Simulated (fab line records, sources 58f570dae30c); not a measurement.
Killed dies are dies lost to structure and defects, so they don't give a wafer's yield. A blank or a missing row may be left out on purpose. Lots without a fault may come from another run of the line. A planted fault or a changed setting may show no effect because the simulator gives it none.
Which tool did it? | flow berkeley_cmos170 | 6 lots, 18 wafers sampled, at 3 steps of a route of 331

WHAT THE GAUGES READ, wafer by wafer
UCB170_NWELL_TW_MEAS_16.
lot  | measured    | on            | NWELL_TW
L962 | day 2 07:33 | film_metro-01 | 1224 1232 1226
L965 | day 2 23:58 | film_metro-02 | 1260 1253 1255
L969 | day 4 01:45 | film_metro-04 | 1238 1240 1244
L970 | day 4 06:13 | film_metro-04 | 1242 1244 1247
L975 | day 5 05:07 | film_metro-04 | 1248 1253 1247
L982 | day 6 11:56 | film_metro-01 | 1230 1234 1236

WHICH TOOL RAN EACH LOT (tool, then ch and the chambers of the sampled wafers, then the start)
lot  | UCB170_ZERO_STRIP_07                | UCB170_NWELL_ETCH_13
L962 | plasma_asher-01 ch 0,1, day 1 22:20 | rie_diel-02 ch 0,2,3, day 2 07:11
L965 | plasma_asher-04 ch 0,1, day 2 13:56 | rie_diel-01 ch 1,2,3, day 2 23:37
L969 | plasma_asher-04 ch 0,1, day 3 11:02 | rie_diel-02 ch 0,1,3, day 4 01:23
L970 | plasma_asher-04 ch 0,1, day 3 19:07 | rie_diel-01 ch 0,3, day 4 05:51
L975 | plasma_asher-02 ch 0,1, day 4 18:51 | rie_diel-03 ch 1,2,3, day 5 04:46
L982 | plasma_asher-04 ch 0,1, day 6 01:08 | rie_diel-01 ch 0,1,2, day 6 11:25
- UCB170_ZERO_STRIP_07: strips in O2.
- UCB170_NWELL_ETCH_13: etches Si3N4 in CH3F/Ar/O2, stops on SiO2, target depth 246.4 nm, time 154 s.

THE ANSWER, worked out from the rows above alone
Rule: what is usual is taken from the lots themselves. Put in order of their means at a reading, lots are off if they are a third of the lots or fewer, leave a main group of 4 or more, and stand apart from it by a gap of 3 or more times the standard deviation of the main group's means; of several such gaps the widest counts. A main group whose means are all the same, to the digits that the tables above print for the reading, isn't used. A lot without any number at a reading at which 4 lots or more have one is off too. The other lots that the step has rows for count as sound.
No lot is off at any reading shown: from this, nothing can be told.

WHAT THE SIMULATOR HAD PUT IN
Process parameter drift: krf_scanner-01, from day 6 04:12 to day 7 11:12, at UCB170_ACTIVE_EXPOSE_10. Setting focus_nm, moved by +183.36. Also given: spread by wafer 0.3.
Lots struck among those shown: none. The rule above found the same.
